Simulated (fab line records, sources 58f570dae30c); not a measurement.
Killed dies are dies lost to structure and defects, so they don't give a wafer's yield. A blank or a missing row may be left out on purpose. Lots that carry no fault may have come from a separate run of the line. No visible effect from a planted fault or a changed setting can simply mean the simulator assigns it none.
Problem report, 8D (eight disciplines) form, completed by code / flow berkeley_cmos170 / the parts of the form that need people (team, actions taken, sign-off) are left out

## 1. THE PROBLEM
At UCB170_V2_CMP_02, edge_zone_pressure_frac averages 1.035 over 6 wafers from 2 lots, while fault-free wafers read 1.000, standard deviation 0.0053. Relative to the usual mean, that is a shift of +6.7 standard deviations.
The step: polishes SiO2.
The first sign was on wafer L411.4 at day 10 06:51, on cmp-01. At this step, 42 wafers from 14 lots have a number in the record. Rule for "out" (also "out of limits"): further than 4 standard deviations from the usual mean. The rest of the wafers with a number are treated as sound.

## 2. WHAT IT IS; WHAT IT IS NOT
question=which readings at this step | is=edge_zone_pressure_frac | is not=motor_current_A, retaining_ring_pressure_frac, slurry_filter_dp_kPa
question=which lots | is=L411, L413 | is not=L397, L398, L399, L400, L401, L402, L403, L404, L408, L412, L418, L419
question=which wafers of those lots | is=all that have a number | is not=-
question=read on which tools | is=cmp-01 | is not=cmp-02
question=when | is=from day 10 06:51 | is not=up to then (27 sound wafers); but 9 sound wafers of L412, L418, L419 came after

## 3. WHAT RULES OUT EACH SUSPECT
Counting: a tool stays on the suspect list if, at a process step up to the reading, it processed all lots that are out and no sound lot following the first of them.
- cmp-01 at UCB170_V2_CMP_02 (polishes SiO2): kept. All lots that are out passed through it, beginning with L411 at day 10 06:51, and no sound lot followed; its final sound lot before that point was L408 at day 9 10:21. Out on those wafers are its own readings of edge_zone_pressure_frac.
After counting, what remains is cmp-01 at UCB170_V2_CMP_02.

## 4. THE CAUSE (what the simulator had put in)
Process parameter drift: cmp-01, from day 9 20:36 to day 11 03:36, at UCB170_V2_CMP_02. edge_zone_pressure_frac setting shifted by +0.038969.
The count eliminated every tool but this one.

## 5. SEQUENCE OF EFFECTS, ordered by route
Each row: a reading where the mean over the struck wafers with a number is more than 3 standard deviations away from the usual. Readings are gone through only where the record gives a usual standard deviation; hours: the median, over the lots, of the time from a lot's start at the first step in this table giving one to that lot's start at this step; sigmas: the change measured in usual standard deviations.
hours=0; step=UCB170_V2_CMP_02; reading=edge_zone_pressure_frac; usual=1.000; on struck wafers=1.035; change=+0.035; sigmas=+6.7
Process steps it contains:
- UCB170_V2_CMP_02: polishes SiO2.

## 6. HOW IT WOULD HAVE BEEN CAUGHT EARLIER
10 hours passed between the start of the fault at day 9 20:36 and the first reading out of limits in this record, taken at day 10 06:51.
